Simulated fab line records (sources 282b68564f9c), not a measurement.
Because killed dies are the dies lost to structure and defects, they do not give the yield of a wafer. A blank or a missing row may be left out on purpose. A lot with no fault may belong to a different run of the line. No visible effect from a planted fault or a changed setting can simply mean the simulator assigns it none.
Struck lot and sound lot, side by side + flow ritCmos + 15 steps out of a route of 202
Sound: these wafers, L188.1, L188.4, L188.6. Wafers L190.1, L190.3, L190.4 were the ones struck. At the end, the cause is stated.
Per side, at each step with rows, come the tool, then ch with its chambers, and then its first start. Under that, the readings that differ: sound wafers + struck wafers + difference of the means + sigmas: that difference in standard deviations of wafers without a fault.
alike: readings whose means differ by less than 2 such deviations, and words and numbers that are the same on both sides. not compared: withheld readings, readings that some wafer has no value for, bounds like >300 that may hide the same value, and numbers for which the record gives no deviation and whose values overlap.
A row with sigmas, a row that says differs or no value, or rows on one side alone: a step with any of these is where the two part. When numbers do not overlap yet have no deviation, they are printed without sigmas and do not part them. Lack of a reading on every wafer of one side parts them only where that side has two or more wafers.

first, 2 steps without rows for these wafers: RIT_NRETRO_HARDBAKE_07 (time 120 s); RIT_NRETRO_IMPLANT_08.
RIT_NRETRO_STRIP_09: strips in O2, time 180 s.
  sound on plasmaAsher-04 ch 0,1, day 4 10:32; struck on plasmaAsher-02 ch 0,1, day 4 22:57
| reading                  | sound       | struck      | difference | sigmas |
|--------------------------|-------------|-------------|------------|--------|
| drypumpMotorCurrentA (A) | 6.7 6.7 6.4 | 5.4 5.3 5.8 | -1.1       | -2     |
  alike: rfReflPowerW
  not compared: rfHoursCounterH
RIT_NRETRO_TW_MEAS_10:
  sound: filmMetro-04 at day 4 10:43; struck: filmMetro-03 at day 4 23:09
  alike: NRETRO_TW
then, 6 steps without rows for these wafers: RIT_PRETRO_HMDS_00 (prime time 60 s); RIT_PRETRO_COAT_01 (resist thk 1300 nm); RIT_PRETRO_SOFTBAKE_02 (time 60 s); RIT_PRETRO_EXPOSE_03 (exposes mask M5, target cd 43700 nm); RIT_PRETRO_PEB_04; RIT_PRETRO_DEVELOP_05 (develop time 68 s).
RIT_PRETRO_OVL_MEAS_06:
  sound: overlay-02 at day 4 11:47; struck: overlay-02 at day 5 00:05
  alike: PRETRO_OVL
then, 1 step without rows for these wafers: RIT_PRETRO_HARDBAKE_07 (time 120 s).
RIT_PRETRO_IMPLANT_08:
  sound on implanter-03 ch 0, day 4 12:04; struck on implanter-02 ch 0, day 5 00:22
| reading     | sound                            | struck                           | difference  | sigmas |
|-------------|----------------------------------|----------------------------------|-------------|--------|
| doseIonsCm2 | 1.2004e+13 1.2009e+13 1.2009e+13 | 1.2414e+13 1.2413e+13 1.2397e+13 | +4.0067e+11 | +33    |
  alike: beamEnergyKeV, faradayCurrentUA
RIT_PRETRO_STRIP_09: strips in O2, time 180 s.
  sound on plasmaAsher-02 ch 0,1, day 4 12:13; struck on plasmaAsher-02 ch 0,1, day 5 00:31
  alike: drypumpMotorCurrentA, rfReflPowerW
  not compared: rfHoursCounterH
RIT_M1_PROBE_99:
  rows exist in the record for the sound wafers here (prober-01, day 5 18:16), none for the struck ones

WHERE THEY PART
Last at RIT_M1_PROBE_99 as far as this record goes, first at RIT_NRETRO_STRIP_09.

WHY: what the simulator had put in
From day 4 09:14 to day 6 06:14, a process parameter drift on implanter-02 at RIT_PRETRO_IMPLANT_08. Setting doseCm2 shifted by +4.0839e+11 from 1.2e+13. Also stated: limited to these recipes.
